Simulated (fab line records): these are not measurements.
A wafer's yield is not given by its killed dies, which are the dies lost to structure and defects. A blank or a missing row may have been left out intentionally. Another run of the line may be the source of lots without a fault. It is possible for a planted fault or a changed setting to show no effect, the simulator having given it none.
Problem report, 8D (eight disciplines) form, completed by code -- flow ritCmos -- the parts of the form that need people (team, actions taken, sign-off) are left out

## 1. WHAT IS WRONG
oesProductAu at RIT_ACTIVE_ETCH_13 reads a mean of 0.744 a.u. on 2 wafers of 2 lots; wafers without a fault read 0.816 a.u. with a standard deviation of 0.017. That puts it -4.2 standard deviations away from the usual mean.
The step: etches Si3N4 in SF6, stops on SiO2, time 210 s, target depth 210 nm.
Seen first at day 4 00:35 on rieDiel-03, wafer L287.4. The record holds 18 wafers of 6 lots with a number at this step. Rule for "out", or "out of limits": more than 4 standard deviations from the usual mean. Any other wafer with a number is counted as sound.

## 2. WHAT THIS IS AND IS NOT
question,is,is not
which readings at this step,oesProductAu,"drypumpMotorCurrentA, throttleValvePct"
which lots,"L287, L289","L278, L280, L294, L297"
which wafers of those lots,"L287.4, L289.1","L287.2, L287.5, L289.3, L289.6"
read on which tools,rieDiel-03,"rieDiel-01, rieDiel-02"
when,from day 4 00:35,"up to then (8 sound wafers); but 8 sound wafers of L289, L294, L297 came after"

## 3. WHAT RULES OUT EACH SUSPECT
Counting: a tool at a process step up to the reading stays a suspect if it ran every lot that is out. Sound lots after the first of them don't rule it out here, since some wafers of a struck lot are sound.
- rieDiel-03 at RIT_ACTIVE_ETCH_13 (etches Si3N4 in SF6, stops on SiO2, time 210 s, target depth 210 nm): kept. It processed each lot that is out (first: L287, day 4 00:35); up to then, its last sound lot is L280 (day 2 13:34). Its own oesProductAu readings are out on those wafers.
- In rieDiel-03 at RIT_ACTIVE_ETCH_13, the wafers that are out were processed in chamber 1 and their sound lot-mates in chambers 0, 2, 3.
The count leaves rieDiel-03 at RIT_ACTIVE_ETCH_13.

## 4. THE CAUSE (what the simulator had put in)
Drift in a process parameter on rieDiel-03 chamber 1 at RIT_ACTIVE_ETCH_13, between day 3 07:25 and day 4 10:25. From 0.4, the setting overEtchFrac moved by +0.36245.
The count eliminated every tool but this one.

## 5. THE EFFECT CHAIN, in route order
One row per reading whose mean, taken over the struck wafers that have a number, lies over 3 standard deviations from the usual. Readings are gone through only where the record gives a usual standard deviation; hours: the median, over the lots, of the time from a lot's start at the first step in this table giving one to that lot's start at this step; sigmas: the change measured in usual standard deviations.
hours,step,reading,usual,on struck wafers,change,sigmas
0,RIT_ACTIVE_ETCH_13,oesProductAu,0.816 a.u.,0.744,-0.072,-4.2
Here are the process steps it includes:
- RIT_ACTIVE_ETCH_13: etches Si3N4 in SF6, stops on SiO2, time 210 s, target depth 210 nm.
Later measuring or inspecting steps at which every struck wafer that the step has a row for has a number for every such reading, and none has moved that far: RIT_ACTIVE_CD_MEAS_90, RIT_FOX1_THK_MEAS_01, RIT_FOX2_THK_MEAS_01, RIT_FOX2_THK_MEAS_90.

## 6. WHAT WOULD HAVE CAUGHT IT SOONER
First out-of-limits reading in this record: day 4 00:35, which is 17 hours after fault onset at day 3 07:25.
